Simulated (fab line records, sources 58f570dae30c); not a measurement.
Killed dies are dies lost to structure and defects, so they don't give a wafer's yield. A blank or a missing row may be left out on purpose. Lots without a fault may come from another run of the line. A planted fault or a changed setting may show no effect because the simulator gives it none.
One fault seen from 2 desks | flow berkeley_cmos170 | each desk has only its own numbers; what lay behind them comes last

THE METROLOGY DESK
What the gauges read, lot by lot, whatever tool the lot ran on: means of the sampled wafers that have a number. A lot is out of limits, marked OUT, if its mean lies more than 4 standard deviations from the usual mean; the brackets give that distance.
Columns: A = cd_nm at UCB170_V2_CD_MEAS_90, usual 700.0 nm
lot  | first seen here | A
L287 | day 8 17:14     | 699.9
L285 | day 8 19:13     | 699.6
L286 | day 8 20:38     | 697.5
L290 | day 9 09:35     | 700.1
L291 | day 9 16:42     | 698.1
L294 | day 10 06:48    | 701.7
L292 | day 10 07:04    | 701.0
L295 | day 10 09:31    | 702.6
L293 | day 10 09:41    | 700.4
L298 | day 11 04:26    | 701.9
L297 | day 11 06:05    | 698.1
L296 | day 11 08:20    | 701.1
L300 | day 12 11:49    | 700.8
L301 | day 12 11:58    | 700.7
This desk's finding: nothing out of limits on any of the 14 lots.

THE TOOL OWNER'S DESK: plasma_asher-04
The tool's own readings at UCB170_PFIELD_STRIP_08 (strips in O2): means of the sampled wafers that have a number, for each lot that ran on this tool. A lot is out of limits, marked OUT, if its mean lies more than 4 standard deviations from the usual mean; the brackets give that distance.
Columns: A = drypump_motor_current_A at UCB170_PFIELD_STRIP_08, usual 5.8 A; B = oes_product_au at UCB170_PFIELD_STRIP_08, usual 0.735 a.u.; C = strip_time_to_endpoint_s at UCB170_PFIELD_STRIP_08, usual 21.68 s
lot  | first seen here | A   | B     | C
L291 | day 6 02:00     | 6.1 | 0.733 | 21.70
L292 | day 6 07:22     | 5.7 | 0.737 | 21.78
L295 | day 6 14:15     | 5.9 | 0.736 | 21.64
L297 | day 7 13:28     | 5.8 | 0.736 | 21.63
L296 | day 7 13:55     | 5.9 | 0.737 | 21.65
L300 | day 8 07:28     | 5.9 | 0.732 | 21.61
This desk's finding: nothing out of limits on any of the 6 lots.

PUT TOGETHER
The metrology desk saw nothing out of limits.
The tool owner's desk saw nothing out of limits.

WHAT THE SIMULATOR HAD PUT IN
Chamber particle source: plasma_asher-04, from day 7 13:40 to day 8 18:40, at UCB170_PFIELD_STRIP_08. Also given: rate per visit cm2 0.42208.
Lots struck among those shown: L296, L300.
